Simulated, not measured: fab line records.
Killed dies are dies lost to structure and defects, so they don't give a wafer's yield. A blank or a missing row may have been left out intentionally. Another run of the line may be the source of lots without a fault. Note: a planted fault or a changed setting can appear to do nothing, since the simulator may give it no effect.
fab line records :: flow rit-cmos
[record]
  lots = 14
  wafers = 42
  last-day = 7
route steps=202 shown NRETRO@61
lots untouched by any fault: they come from a run of this same line in which no faults occurred
start-h: hours from the record's first day to the start of the lot's first wafer shown :: wait-h: hours since the lot's step before :: " identical to the entry in the row above :: L1.1+2: one row covering several wafers at once :: - no value, or no start was given :: * or withheld: withheld :: < > ~ a bound
route shown NAME@n: NAME is a module with steps in the file, n the number in the route of the first one :: usual: average and standard deviation across the fault-free wafers :: same: alike in all rows :: chamber/n: place in a boat :: sites: each site's reading :: _std_site: the values' standard deviation :: _edge_site: inner sites' mean taken away from outer sites' mean :: radius-mm: how far each site lies from the wafer's centre :: mask NAME#n: copy n :: behind: the most recent tool/chamber to have shaped the wafer :: hold: why the lot went on hold/how many hours it stayed there/how the hold came to an end :: device: the transistor (n, p or np) that didn't switch :: end of line: tests run on the same wafers once the route is complete :: step lacking rows: just its recipe :: killed: not the wafer's yield, but the dies lost to structure and defects at the first sort :: map: a wafer's dies, x killed, . not, _ none there
set.NAME: the setting the step ran with; set.NAME@STEP: the setting that earlier step ran with :: model.NAME: the simulator's own value behind a step, which no gauge read
a sample of lots followed through the steps of the route, with each step as a table and each wafer as a row
services: from which hour (start-h, from the record's first day; less than 0 if before it) a tool's chamber was out of use, for how many hours, and why
[[steps]]
[step RIT_NRETRO_IMPLANT_08]
[recipe]
  species = P
  energy-kev = 70
  dose-cm2 = 1e+13
  tilt-deg = 7
[usual]
  beam-on-s = 10.04/0.17
  dose-ions-cm2 = 9.996e+12/1e+10
  tilt-deg = 7.004/0.019
[same]
  implant-ion-amu = 31
lot.wafer: L256.1
tool: implanter-02
chamber: 0
start-h: 29.93
wait-h: 0.2
beam-on-s: 10.13
dose-ions-cm2: 9.998e+12
tilt-deg: 7.027

lot.wafer: L256.2
tool: implanter-02
chamber: 0
start-h: 29.93
wait-h: 0.2
beam-on-s: 9.98
dose-ions-cm2: 9.988e+12
tilt-deg: 7.004

lot.wafer: L256.4
tool: implanter-02
chamber: 0
start-h: 29.93
wait-h: 0.2
beam-on-s: 10.04
dose-ions-cm2: 9.987e+12
tilt-deg: 7.005

lot.wafer: L257.1
tool: implanter-02
chamber: 0
start-h: 34.80
wait-h: 0.2
beam-on-s: 10.06
dose-ions-cm2: 9.99e+12
tilt-deg: 7.004

lot.wafer: L257.2
tool: implanter-02
chamber: 0
start-h: 34.80
wait-h: 0.2
beam-on-s: 10.14
dose-ions-cm2: 9.999e+12
tilt-deg: 7.012

lot.wafer: L257.6
tool: implanter-02
chamber: 0
start-h: 34.80
wait-h: 0.2
beam-on-s: 9.99
dose-ions-cm2: 1.0001e+13
tilt-deg: 6.981

lot.wafer: L258.3
tool: implanter-03
chamber: 0
start-h: 39.02
wait-h: 0.2
beam-on-s: 10.24
dose-ions-cm2: 9.99e+12
tilt-deg: 7.003

lot.wafer: L258.5
tool: implanter-03
chamber: 0
start-h: 39.02
wait-h: 0.2
beam-on-s: 10.10
dose-ions-cm2: 9.988e+12
tilt-deg: 7.017

lot.wafer: L258.6
tool: implanter-03
chamber: 0
start-h: 39.02
wait-h: 0.2
beam-on-s: 9.96
dose-ions-cm2: 9.994e+12
tilt-deg: 6.981

lot.wafer: L259.2
tool: implanter-02
chamber: 0
start-h: 44.54
wait-h: 0.2
beam-on-s: 10.00
dose-ions-cm2: 9.999e+12
tilt-deg: 7.016

lot.wafer: L259.4
tool: implanter-02
chamber: 0
start-h: 44.54
wait-h: 0.2
beam-on-s: 9.96
dose-ions-cm2: 9.995e+12
tilt-deg: 7.044

lot.wafer: L259.6
tool: implanter-02
chamber: 0
start-h: 44.54
wait-h: 0.2
beam-on-s: 10.32
dose-ions-cm2: 9.981e+12
tilt-deg: 7.038

lot.wafer: L260.1
tool: implanter-04
chamber: 0
start-h: 50.36
wait-h: 0.2
beam-on-s: 9.83
dose-ions-cm2: 9.996e+12
tilt-deg: 6.997

lot.wafer: L260.2
tool: implanter-04
chamber: 0
start-h: 50.36
wait-h: 0.2
beam-on-s: 10.45
dose-ions-cm2: 1.0011e+13
tilt-deg: 6.982

lot.wafer: L260.4
tool: implanter-04
chamber: 0
start-h: 50.36
wait-h: 0.2
beam-on-s: 10.27
dose-ions-cm2: 9.995e+12
tilt-deg: 6.979

lot.wafer: L262.2
tool: implanter-04
chamber: 0
start-h: 61.18
wait-h: 0.2
beam-on-s: 9.68
dose-ions-cm2: 1.001e+13
tilt-deg: 6.999

lot.wafer: L262.5
tool: implanter-04
chamber: 0
start-h: 61.18
wait-h: 0.2
beam-on-s: 10.12
dose-ions-cm2: 1.0005e+13
tilt-deg: 7.016

lot.wafer: L262.6
tool: implanter-04
chamber: 0
start-h: 61.18
wait-h: 0.2
beam-on-s: 9.93
dose-ions-cm2: 9.996e+12
tilt-deg: 7.017

lot.wafer: L263.2
tool: implanter-04
chamber: 0
start-h: 65.95
wait-h: 0.2
beam-on-s: 10.06
dose-ions-cm2: 1.0021e+13
tilt-deg: 7.064

lot.wafer: L263.3
tool: implanter-04
chamber: 0
start-h: 65.95
wait-h: 0.2
beam-on-s: 10.01
dose-ions-cm2: 9.986e+12
tilt-deg: 7.025

lot.wafer: L263.6
tool: implanter-04
chamber: 0
start-h: 65.95
wait-h: 0.2
beam-on-s: 10.04
dose-ions-cm2: 1.0002e+13
tilt-deg: 7.034

lot.wafer: L268.1
tool: implanter-04
chamber: 0
start-h: 94.46
wait-h: 0.2
beam-on-s: 10.33
dose-ions-cm2: 9.977e+12
tilt-deg: 6.457

lot.wafer: L268.3
tool: implanter-04
chamber: 0
start-h: 94.46
wait-h: 0.2
beam-on-s: 10.03
dose-ions-cm2: 1.0004e+13
tilt-deg: 6.442

lot.wafer: L268.4
tool: implanter-04
chamber: 0
start-h: 94.46
wait-h: 0.2
beam-on-s: 10.08
dose-ions-cm2: 9.983e+12
tilt-deg: 6.475

lot.wafer: L269.1
tool: implanter-04
chamber: 0
start-h: 97.40
wait-h: 0.2
beam-on-s: 10.20
dose-ions-cm2: 9.995e+12
tilt-deg: 6.465

lot.wafer: L269.3
tool: implanter-04
chamber: 0
start-h: 97.40
wait-h: 0.2
beam-on-s: 9.91
dose-ions-cm2: 9.997e+12
tilt-deg: 6.451

lot.wafer: L269.4
tool: implanter-04
chamber: 0
start-h: 97.40
wait-h: 0.2
beam-on-s: 10.00
dose-ions-cm2: 9.996e+12
tilt-deg: 6.451

lot.wafer: L271.1
tool: implanter-02
chamber: 0
start-h: 106.23
wait-h: 0.2
beam-on-s: 9.69
dose-ions-cm2: 9.981e+12
tilt-deg: 6.988

lot.wafer: L271.3
tool: implanter-02
chamber: 0
start-h: 106.23
wait-h: 0.2
beam-on-s: 10.11
dose-ions-cm2: 9.994e+12
tilt-deg: 6.994

lot.wafer: L271.4
tool: implanter-02
chamber: 0
start-h: 106.23
wait-h: 0.2
beam-on-s: 9.89
dose-ions-cm2: 9.98e+12
tilt-deg: 7.001

lot.wafer: L273.3
tool: implanter-03
chamber: 0
start-h: 114.56
wait-h: 0.2
beam-on-s: 10.16
dose-ions-cm2: 9.987e+12
tilt-deg: 7.018

lot.wafer: L273.5
tool: implanter-03
chamber: 0
start-h: 114.56
wait-h: 0.2
beam-on-s: 9.84
dose-ions-cm2: 9.992e+12
tilt-deg: 6.996

lot.wafer: L273.6
tool: implanter-03
chamber: 0
start-h: 114.56
wait-h: 0.2
beam-on-s: 10.20
dose-ions-cm2: 1e+13
tilt-deg: 6.983

lot.wafer: L276.1
tool: implanter-02
chamber: 0
start-h: 129.86
wait-h: 0.2
beam-on-s: 10.48
dose-ions-cm2: 9.991e+12
tilt-deg: 7.015

lot.wafer: L276.2
tool: implanter-02
chamber: 0
start-h: 129.86
wait-h: 0.2
beam-on-s: 9.91
dose-ions-cm2: 9.992e+12
tilt-deg: 7.019

lot.wafer: L276.5
tool: implanter-02
chamber: 0
start-h: 129.86
wait-h: 0.2
beam-on-s: 10.01
dose-ions-cm2: 9.987e+12
tilt-deg: 7.027

lot.wafer: L277.2
tool: implanter-02
chamber: 0
start-h: 134.43
wait-h: 0.2
beam-on-s: 10.08
dose-ions-cm2: 9.983e+12
tilt-deg: 6.987

lot.wafer: L277.3
tool: implanter-02
chamber: 0
start-h: 134.43
wait-h: 0.2
beam-on-s: 9.89
dose-ions-cm2: 9.994e+12
tilt-deg: 6.995

lot.wafer: L277.5
tool: implanter-02
chamber: 0
start-h: 134.43
wait-h: 0.2
beam-on-s: 10.18
dose-ions-cm2: 9.979e+12
tilt-deg: 7.000

lot.wafer: L279.1
tool: implanter-02
chamber: 0
start-h: 144.62
wait-h: 0.2
beam-on-s: 9.94
dose-ions-cm2: 1.0005e+13
tilt-deg: 6.991

lot.wafer: L279.3
tool: implanter-02
chamber: 0
start-h: 144.62
wait-h: 0.2
beam-on-s: 10.17
dose-ions-cm2: 1.0001e+13
tilt-deg: 6.990

lot.wafer: L279.5
tool: implanter-02
chamber: 0
start-h: 144.62
wait-h: 0.2
beam-on-s: 10.16
dose-ions-cm2: 1.0007e+13
tilt-deg: 6.968
[[services]]
tool: implanter-02
chamber: -
start-h: 10.61
hours: 4.1
kind: repair

tool: implanter-04
chamber: -
start-h: 25.48
hours: 0.5
kind: repair

tool: implanter-04
chamber: -
start-h: 54.61
hours: 3.2
kind: pm

tool: implanter-04
chamber: -
start-h: 112.19
hours: 1.7
kind: repair
[[key]]
[first-sign]
  step = RIT_NRETRO_IMPLANT_08
  reading = tilt-deg
  direction = down
  sigmas = 29
  usual = 7.004
  struck = 6.457
effect none on later readings
met-at RIT_NRETRO_IMPLANT_08
struck-lots L268,L269
tester-left-out L268,L269
onset-between 65.95 94.46
[fault]
  kind = process-parameter-drift
  tool = implanter-04
  chamber = -
  onset-h = 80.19
  steps = RIT_NRETRO_IMPLANT_08
  channel = tilt-deg
  offset = -0.54415
  shape = step
  end-h = 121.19
  acts-in = these-recipes-only
  stated = 7
// tester-left-out: of these lots the tester's yield and bins aren't shown, on N5 and GAA mostly nor the transistor test; their killed dies are dies lost to structure and defects alone, not to doping, threshold or leakage, so they don't give the yield
